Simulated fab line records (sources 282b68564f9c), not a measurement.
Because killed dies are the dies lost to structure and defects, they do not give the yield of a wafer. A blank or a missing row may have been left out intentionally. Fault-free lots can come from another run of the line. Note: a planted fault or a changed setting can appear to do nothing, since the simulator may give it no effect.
fab line records -- flow ritCmos
record lots=6, wafers=18, lastDay=7
route steps=202 shown NWELL@35 PWELL@39 WELLDRIVE@50 NRETRO@53 M1@202
lots untouched by any fault: they come from a run of this same line in which no faults occurred
startH: hours from the record's opening day to when the first of the lot's shown wafers began -- waitH: hours elapsed since this lot's preceding step -- " identical to the entry in the row above -- L1.1+2: a single row standing in for several wafers -- - no value, or no start given -- * or withheld: withheld -- < > ~ a bound
route shown NAME@n: a module of which the file shows steps, and the number in the route of the first -- usual: average and standard deviation across the fault-free wafers -- same: alike in all rows -- chamber/n: place in a boat -- sites: each site's reading -- _std_site: the values' standard deviation -- _edge_site: inner sites' mean taken away from outer sites' mean -- radiusMm: how far each site lies from the wafer's centre -- mask NAME#n: copy n -- behind: the last tool/chamber to shape the wafer -- hold: the reason the lot was held/the length of the hold in hours/how it ended -- device: whichever transistor did not switch (one of n, p or np) -- end of line: at the end of the route, the tests of the same wafers -- for a step that has no rows: nothing shown but its recipe -- killed: dies that structure and defects cost at the first sort, which is not the same as the wafer's yield -- map: dies across one wafer; x = killed, . = not, _ = none there
set.NAME: the setting that was run; set.NAME@STEP: the one run at that earlier step -- model.NAME: the simulator's own value behind a step, which no gauge read
lots seen at some steps along the route; tables by step, rows by wafer
services: a tool's chamber out of use, with start hour (startH, from the record's first day; less than 0 if before it), hours out, and reason
## steps
# step RIT_NWELL_HARDBAKE_07
# recipe resist=NOVOLAK, tempC=140, timeS=120
# step RIT_NWELL_IMPLANT_08
# recipe species=P, energyKev=170, doseCm2=5e+13, tiltDeg=7
# step RIT_NWELL_STRIP_09
# recipe chemistry=O2, timeS=180, resist=NOVOLAK, platenTempC=withheld, powerW=500, pressureMtorr=4000, o2FlowSccm=4000
# usual chamberPressureMTorr=4000/3.8, drypumpMotorCurrentA=5.6/0.44
lot.wafer,tool,chamber,startH,waitH,chamberPressureMTorr,drypumpMotorCurrentA,rfHoursCounterH
L433.2,plasmaAsher-03,0,21.38,0.1,3997,5.1,39
L433.3,plasmaAsher-03,0,21.38,0.1,3999,5.1,-
L433.6,plasmaAsher-03,1,21.38,0.1,4006,6.1,-
L442.2,plasmaAsher-01,1,66.58,0.1,3996,5.9,42
L442.4,plasmaAsher-01,1,66.58,0.1,4001,5.8,-
L442.6,plasmaAsher-01,0,66.58,0.1,3990,5.5,-
L444.1,plasmaAsher-03,1,76.65,0.1,3997,6.1,44
L444.3,plasmaAsher-03,0,76.65,0.1,3999,5.1,-
L444.5,plasmaAsher-03,0,76.65,0.1,3996,5.1,-
L449.2,plasmaAsher-03,1,102.05,0.1,4002,6.1,47
L449.4,plasmaAsher-03,1,102.05,0.1,4011,6.1,-
L449.6,plasmaAsher-03,1,102.05,0.1,4002,6.1,-
L452.1,plasmaAsher-03,0,117.27,0.1,4002,5.1,48
L452.2,plasmaAsher-03,1,117.27,0.1,4004,6.1,48
L452.3,plasmaAsher-03,1,117.27,0.1,3992,6.1,-
L456.1,plasmaAsher-02,1,136.14,0.1,3998,5.1,34
L456.3,plasmaAsher-02,0,136.14,0.1,4008,6.1,-
L456.4,plasmaAsher-02,1,136.14,0.1,4003,5.1,-
# step RIT_NWELL_TW_MEAS_10
# usual NWELL_TW=2150/9.1
lot.wafer,tool,chamber,startH,waitH,NWELL_TW
L433.2,filmMetro-01,-,21.57,0.1,2151
L433.3,filmMetro-01,-,21.57,0.1,2145
L433.6,filmMetro-01,-,21.57,0.1,2143
L442.2,filmMetro-02,-,66.76,0.1,2153
L442.4,filmMetro-02,-,66.76,0.1,2155
L442.6,filmMetro-02,-,66.76,0.1,2155
L444.1,filmMetro-02,-,76.82,0.1,2148
L444.3,filmMetro-02,-,76.82,0.1,2149
L444.5,filmMetro-02,-,76.82,0.1,2149
L449.2,filmMetro-01,-,102.24,0.1,2154
L449.4,filmMetro-01,-,102.24,0.1,2157
L449.6,filmMetro-01,-,102.24,0.1,2151
L452.1,filmMetro-03,-,117.45,0.1,2143
L452.2,filmMetro-03,-,117.45,0.1,2147
L452.3,filmMetro-03,-,117.45,0.1,2147
L456.1,filmMetro-01,-,136.32,0.1,2157
L456.3,filmMetro-01,-,136.32,0.1,2161
L456.4,filmMetro-01,-,136.32,0.1,2158
# step RIT_PWELL_HMDS_00
# recipe primeTimeS=60, primeTempC=140
# step RIT_PWELL_COAT_01
# recipe resist=NOVOLAK, spinRpm=2000, resistThkNm=1300
# step RIT_PWELL_SOFTBAKE_02
# recipe resist=NOVOLAK, tempC=90, timeS=60
# step RIT_PWELL_EXPOSE_03
# recipe maskId=M3, na=0.57, targetCdNm=43700, doseMj=250
# step RIT_PWELL_PEB_04
# recipe resist=NOVOLAK, tempC=withheld, timeS=withheld
# step RIT_PWELL_DEVELOP_05
# recipe resist=NOVOLAK, developTimeS=68, devTempC=23
# step RIT_PWELL_OVL_MEAS_06
# usual PWELL_OVL=0.0/1.2
lot.wafer,tool,chamber,startH,waitH,PWELL_OVL[nm]
L433.2,overlay-02,-,22.53,-,0.9
L433.3,overlay-02,-,22.53,-,1.9
L433.6,overlay-02,-,22.53,-,1.7
L442.2,overlay-02,-,67.82,-,-0.3
L442.4,overlay-02,-,67.82,-,-0.4
L442.6,overlay-02,-,67.82,-,-2.4
L444.1,overlay-01,-,77.76,-,1.4
L444.3,overlay-01,-,77.76,-,0.2
L444.5,overlay-01,-,77.76,-,0.8
L449.2,overlay-01,-,103.17,-,0.5
L449.4,overlay-01,-,103.17,-,0.6
L449.6,overlay-01,-,103.17,-,1.6
L452.1,overlay-01,-,118.51,-,2.1
L452.2,overlay-01,-,118.51,-,1.3
L452.3,overlay-01,-,118.51,-,2.5
L456.1,overlay-01,-,137.48,-,-0.3
L456.3,overlay-01,-,137.48,-,-0.6
L456.4,overlay-01,-,137.48,-,-1.3
# step RIT_PWELL_HARDBAKE_07
# recipe resist=NOVOLAK, tempC=140, timeS=120
# step RIT_PWELL_IMPLANT_08
# recipe species=B, energyKev=170, doseCm2=7e+13, tiltDeg=7
# usual beamOnS=10.00/0.22, doseIonsCm2=7e+13/7e+10, faradayCurrentUA=222/4.8, tiltDeg=6.998/0.019
lot.wafer,tool,chamber,startH,waitH,beamOnS,doseIonsCm2,faradayCurrentUA,tiltDeg
L433.2,implanter-04,0,23.05,0.2,10.27,7.002e+13,216,7.006
L433.3,implanter-04,0,23.05,0.2,10.60,7.001e+13,210,6.974
L433.6,implanter-04,0,23.05,0.2,10.00,7.002e+13,223,6.972
L442.2,implanter-02,0,68.13,0.2,10.16,7.003e+13,220,6.976
L442.4,implanter-02,0,68.13,0.2,10.16,7.001e+13,219,6.975
L442.6,implanter-02,0,68.13,0.2,9.62,6.998e+13,230,6.964
L444.1,implanter-04,0,78.05,0.2,9.97,7.701e+13,246,6.959
L444.3,implanter-04,0,78.05,0.2,10.36,7.707e+13,236,6.978
L444.5,implanter-04,0,78.05,0.2,10.13,7.699e+13,241,6.981
L449.2,implanter-04,0,103.48,0.2,10.00,7.704e+13,243,6.976
L449.4,implanter-04,0,103.48,0.2,10.23,7.705e+13,239,7.016
L449.6,implanter-04,0,103.48,0.2,9.85,7.697e+13,247,7.028
L452.1,implanter-02,0,118.80,0.2,9.79,7e+13,226,7.023
L452.2,implanter-02,0,118.80,0.2,10.31,7.011e+13,216,7.034
L452.3,implanter-02,0,118.80,0.2,9.95,7.009e+13,222,7.030
L456.1,implanter-02,0,137.77,0.2,9.76,6.999e+13,228,7.029
L456.3,implanter-02,0,137.77,0.2,10.13,6.991e+13,220,6.979
L456.4,implanter-02,0,137.77,0.2,9.94,6.998e+13,222,6.994
# step RIT_PWELL_STRIP_09
# recipe chemistry=O2, timeS=180, resist=NOVOLAK, platenTempC=withheld, powerW=500, pressureMtorr=4000, o2FlowSccm=4000
# usual chamberPressureMTorr=4000/3.7, drypumpMotorCurrentA=5.8/0.31
lot.wafer,tool,chamber,startH,waitH,chamberPressureMTorr,drypumpMotorCurrentA,rfHoursCounterH
L433.2,plasmaAsher-01,1,23.17,0.1,4001,5.8,37
L433.3,plasmaAsher-01,0,23.17,0.1,3999,5.6,-
L433.6,plasmaAsher-01,1,23.17,0.1,4001,5.9,-
L442.2,plasmaAsher-01,0,68.25,0.1,3998,5.6,42
L442.4,plasmaAsher-01,0,68.25,0.1,4000,5.6,-
L442.6,plasmaAsher-01,0,68.25,0.1,3996,5.6,-
L444.1,plasmaAsher-03,0,78.20,0.1,4000,5.1,45
L444.3,plasmaAsher-03,0,78.20,0.1,3995,5.1,-
L444.5,plasmaAsher-03,0,78.20,0.1,3999,5.2,-
L449.2,plasmaAsher-01,0,103.60,0.1,3998,5.6,45
L449.4,plasmaAsher-01,1,103.60,0.1,3997,5.9,-
L449.6,plasmaAsher-01,0,103.60,0.1,4004,5.6,-
L452.1,plasmaAsher-01,1,118.95,0.1,3999,5.9,47
L452.2,plasmaAsher-01,0,118.95,0.1,4001,5.6,47
L452.3,plasmaAsher-01,1,118.95,0.1,4001,5.9,-
L456.1,plasmaAsher-01,1,137.92,0.1,4004,5.9,50
L456.3,plasmaAsher-01,1,137.92,0.1,3996,5.9,-
L456.4,plasmaAsher-01,0,137.92,0.1,3997,5.5,-
# step RIT_PWELL_TW_MEAS_10
# usual PWELL_TW=954/4.5
lot.wafer,tool,chamber,startH,waitH,PWELL_TW
L433.2,filmMetro-03,-,23.36,0.1,951
L433.3,filmMetro-03,-,23.36,0.1,954
L433.6,filmMetro-03,-,23.36,0.1,948
L442.2,filmMetro-03,-,68.44,0.1,953
L442.4,filmMetro-03,-,68.44,0.1,949
L442.6,filmMetro-03,-,68.44,0.1,946
L444.1,filmMetro-01,-,78.37,0.1,980
L444.3,filmMetro-01,-,78.37,0.1,979
L444.5,filmMetro-01,-,78.37,0.1,977
L449.2,filmMetro-01,-,103.79,0.1,991
L449.4,filmMetro-01,-,103.79,0.1,987
L449.6,filmMetro-01,-,103.79,0.1,983
L452.1,filmMetro-01,-,119.12,0.1,957
L452.2,filmMetro-01,-,119.12,0.1,960
L452.3,filmMetro-01,-,119.12,0.1,959
L456.1,filmMetro-02,-,138.09,0.1,961
L456.3,filmMetro-02,-,138.09,0.1,960
L456.4,filmMetro-02,-,138.09,0.1,956
# step RIT_WELLDRIVE_ANNEAL_00
# recipe tempC=1100, timeS=14700, ambient=N2
# step RIT_WELLDRIVE_RS_MEAS_01
# recipe thkMeasGauge=four-point-probe
# usual NWELL_RS=275.6/0.73
lot.wafer,tool,chamber,startH,waitH,NWELL_RS[ohm/sq]
L433.2,filmMetro-01,-,28.51,0.0,275.4
L433.3,filmMetro-01,-,28.51,0.0,274.5
L433.6,filmMetro-01,-,28.51,0.0,275.0
L442.2,filmMetro-03,-,74.58,0.0,275.8
L442.4,filmMetro-03,-,74.58,0.0,275.0
L442.6,filmMetro-03,-,74.58,0.0,275.7
L444.1,filmMetro-03,-,83.52,0.0,276.8
L444.3,filmMetro-03,-,83.52,0.0,276.3
L444.5,filmMetro-03,-,83.52,0.0,276.6
L449.2,filmMetro-03,-,109.70,0.0,275.5
L449.4,filmMetro-03,-,109.70,0.0,274.9
L449.6,filmMetro-03,-,109.70,0.0,275.4
L452.1,filmMetro-02,-,125.45,0.0,276.6
L452.2,filmMetro-02,-,125.45,0.0,275.5
L452.3,filmMetro-02,-,125.45,0.0,276.4
L456.1,filmMetro-02,-,143.23,0.0,275.8
L456.3,filmMetro-02,-,143.23,0.0,275.2
L456.4,filmMetro-02,-,143.23,0.0,275.5
# step RIT_WELLDRIVE_RS_MEAS_02
# recipe thkMeasGauge=four-point-probe
# usual PWELL_RS=429.7/1
lot.wafer,tool,chamber,startH,waitH,PWELL_RS[ohm/sq]
L433.2,filmMetro-01,-,28.63,0.1,431.3
L433.3,filmMetro-01,-,28.63,0.1,429.7
L433.6,filmMetro-01,-,28.63,0.1,431.6
L442.2,filmMetro-03,-,74.70,0.1,430.2
L442.4,filmMetro-03,-,74.70,0.1,429.9
L442.6,filmMetro-03,-,74.70,0.1,428.9
L444.1,filmMetro-03,-,83.64,0.1,407.2
L444.3,filmMetro-03,-,83.64,0.1,405.9
L444.5,filmMetro-03,-,83.64,0.1,405.3
L449.2,filmMetro-03,-,109.82,0.1,404.8
L449.4,filmMetro-03,-,109.82,0.1,403.9
L449.6,filmMetro-03,-,109.82,0.1,405.0
L452.1,filmMetro-02,-,125.57,0.1,430.1
L452.2,filmMetro-02,-,125.57,0.1,431.0
L452.3,filmMetro-02,-,125.57,0.1,429.0
L456.1,filmMetro-02,-,143.35,0.1,430.4
L456.3,filmMetro-02,-,143.35,0.1,430.6
L456.4,filmMetro-02,-,143.35,0.1,429.1
# step RIT_NRETRO_HMDS_00
# recipe primeTimeS=60, primeTempC=140
# step RIT_M1_PROBE_99
# usual killedAtContacts=0.1/0.23, killedAtFrontEnd=7/3, killedDies=7/3.1, killedOpen=3.3/2.1, killedShort=3.3/2
# same grossDies=264, killed_at_M0_to_M3=0, killed_at_M4_up=0, killedAtBackSide=0, killedAtOther=0
lot.wafer,tool,chamber,startH,waitH,killedAtContacts,killedAtFrontEnd,killedDies,killedOpen,killedShort,model.etest.nmos_0p3.rOnOhmUm,model.etest.pwellPinched.rsOhmSq,model.etest.pwell.rsOhmSq,model.etest.nmosTurned.driveUaUm,model.etest.nmosNarrow.driveUaUm,model.etest.nmos_0p3.driveUaUm,model.etest.wellEdgeLeft.lineOhmUm,model.etest.wellEdgeRight.lineOhmUm
L433.2,prober-02,-,58.72,0.1,0,11,11,6,5,2166,465.6,421.6,326.7,228.8,231.4,182,180.4
L433.3,prober-02,-,58.77,0.2,0,7,7,5,2,2103,453.6,411.3,346.2,234.7,235.6,185.1,182.3
L433.6,prober-02,-,58.92,0.2,0,14,14,6,8,2120,459.1,413.5,334.9,233.1,234.3,179.8,177.4
L442.2,prober-01,-,107.93,0.1,0,7,7,5,2,2157,472.7,417.3,341.3,231.8,229.9,184.9,179.7
L442.4,prober-01,-,108.03,0.2,0,7,7,1,6,2155,468.5,413.3,349.5,236.4,233.4,182.2,181.9
L442.6,prober-01,-,108.13,0.2,0,8,8,4,4,2148,473.4,418.4,347.9,236.5,232.9,182.3,181.9
L444.1,prober-02,-,118.44,0.1,0,2,2,1,1,2203,434.4,390.2,308,223.9,223.3,189.2,184.4
L444.3,prober-02,-,118.54,0.2,0,4,4,2,2,2163,422.8,387.9,312.2,219.8,219.3,183.8,186.7
L444.5,prober-02,-,118.64,0.2,0,4,4,2,2,2120,423.7,387.1,312.9,228.1,226.4,188.3,187.3
L449.2,prober-02,-,143.72,0.1,0,3,3,2,1,2206,433.4,385.1,317.9,217.5,215.5,187.8,184
L449.4,prober-02,-,143.82,0.2,0,5,5,3,2,2199,422.4,383.1,310.7,209.9,210.8,188.9,187.9
L449.6,prober-02,-,143.92,0.2,0,10,10,7,3,2226,428.2,382.9,303.7,210.8,211.7,186.5,186
L452.1,prober-01,-,157.19,0.1,0,4,4,3,1,2177,461.2,413.7,321.9,223.4,224.7,181.3,185.2
L452.2,prober-01,-,157.24,0.1,1,6,7,5,2,2160,459.5,414.5,328.7,223.5,222.9,182.7,183.5
L452.3,prober-01,-,157.29,0.2,0,9,9,5,4,2108,454.8,413.7,329.8,225.4,224.3,182.3,182.1
L456.1,prober-01,-,172.94,0.1,0,5,5,1,4,2145,460.5,421.3,331.7,225.1,224.7,180.1,185.2
L456.3,prober-01,-,173.04,0.2,0,7,7,4,3,2127,470.4,420.1,342.5,231.5,230,182.2,182.8
L456.4,prober-01,-,173.09,0.2,0,8,8,5,3,2158,453.6,415.8,332.2,226.1,223.5,179.5,184.3
# killed by level:class
L433.2 GATE:geometricParticle:open=4 GATE:geometricParticle:short=3 FOX1:geometricParticle:short=1 REOX:geometricParticle:short=1 REOX:geometricParticle:open=1 SPACER:geometricParticle:open=1
L433.3 GATE:geometricParticle:open=4 GATE:geometricParticle:short=2 REOX:geometricParticle:open=1
L433.6 GATE:geometricParticle:open=5 GATE:geometricParticle:short=4 SPACER:geometricParticle:short=3 SILICIDE:geometricParticle:short=1 SILICIDE:geometricParticle:open=1
L442.2 FOX1:geometricParticle:open=2 SPACER:geometricParticle:open=2 FOX1:geometricParticle:short=1 GATE:geometricParticle:open=1 SPACER:geometricParticle:short=1
L442.4 FOX1:geometricParticle:short=3 SPACER:geometricParticle:short=2 REOX:geometricParticle:open=1 SILICIDE:geometricParticle:short=1
L442.6 GATE:geometricParticle:open=3 FOX1:geometricParticle:short=1 FOX1:geometricParticle:open=1 FOX2:geometricParticle:short=1 SPACER:geometricParticle:short=1 SILICIDE:geometricParticle:short=1
L444.1 FOX2:geometricParticle:short=1 REOX:geometricParticle:open=1
L444.3 FOX1:geometricParticle:open=1 FOX2:geometricParticle:short=1 REOX:geometricParticle:open=1 SPACER:geometricParticle:short=1
L444.5 GATE:geometricParticle:open=2 SPACER:geometricParticle:short=1 SILICIDE:geometricParticle:short=1
L449.2 FOX1:geometricParticle:open=1 GATE:geometricParticle:short=1 SILICIDE:geometricParticle:open=1
L449.4 SILICIDE:geometricParticle:open=2 GATE:geometricParticle:open=1 GATE:geometricParticle:short=1 SILICIDE:geometricParticle:short=1
L449.6 REOX:geometricParticle:open=3 REOX:geometricParticle:short=2 FOX1:geometricParticle:open=1 FOX2:geometricParticle:open=1 GATE:geometricParticle:open=1 SILICIDE:geometricParticle:open=1 SILICIDE:geometricParticle:short=1
L452.1 FOX2:geometricParticle:open=2 FOX1:geometricParticle:short=1 GATE:geometricParticle:open=1
L452.2 SPACER:geometricParticle:open=2 FOX1:geometricParticle:short=1 FOX1:geometricParticle:open=1 SPACER:geometricParticle:short=1 SILICIDE:geometricParticle:open=1 CONTACT:geometricParticle:open=1
L452.3 GATE:geometricParticle:short=2 GATE:geometricParticle:open=2 REOX:geometricParticle:short=2 REOX:geometricParticle:open=1 SPACER:geometricParticle:open=1 SILICIDE:geometricParticle:open=1
L456.1 SILICIDE:geometricParticle:short=2 FOX1:geometricParticle:short=1 REOX:geometricParticle:open=1 SPACER:geometricParticle:short=1
L456.3 FOX1:geometricParticle:open=2 FOX1:geometricParticle:short=1 FOX2:geometricParticle:open=1 GATE:geometricParticle:short=1 REOX:geometricParticle:open=1 SPACER:geometricParticle:short=1
L456.4 GATE:geometricParticle:open=2 SPACER:geometricParticle:short=2 SILICIDE:geometricParticle:open=2 GATE:geometricParticle:short=1 REOX:geometricParticle:open=1
## services
tool,chamber,startH,hours,kind
implanter-02,-,11.37,10.5,pm
plasmaAsher-02,-,25.15,1.0,repair
implanter-02,-,25.20,4.3,repair
plasmaAsher-03,-,86.78,4.0,pm
implanter-04,-,90.73,4.1,pm
implanter-04,-,96.55,3.2,repair
## key
firstSign step=RIT_PWELL_IMPLANT_08, reading=doseIonsCm2, direction=up, sigmas=99+, usual=7e+13, struck=7.702e+13
effect step=RIT_PWELL_IMPLANT_08, reading=faradayCurrentUA, direction=up, sigmas=4.2, usual=222, struck=242
effect step=RIT_PWELL_TW_MEAS_10, reading=PWELL_TW, direction=up, sigmas=6.6, usual=954, struck=983
effect step=RIT_WELLDRIVE_RS_MEAS_02, reading=PWELL_RS, direction=down, sigmas=23, usual=429.7, struck=405.3
modelEffect step=RIT_M1_PROBE_99, value=etest.nmos_0p3.rOnOhmUm, without=2118, struck=2186
metAt RIT_PWELL_IMPLANT_08
struckWafers L444.1,L444.3,L444.5,L449.2,L449.4,L449.6
testerLeftOut L444,L449
onsetBetween 23.05 78.05
fault kind=processParameterDrift, tool=implanter-04, chamber=-, onsetH=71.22, steps=RIT_PWELL_IMPLANT_08, channel=doseCm2, offset=7e+12, shape=step, endH=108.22, actsIn=theseRecipesOnly, stated=7e+13
# testerLeftOut: of these lots the tester's yield and bins aren't shown, on N5 and GAA mostly nor the transistor test; their killed dies are dies lost to structure and defects alone, not to doping, threshold or leakage, so they don't give the yield
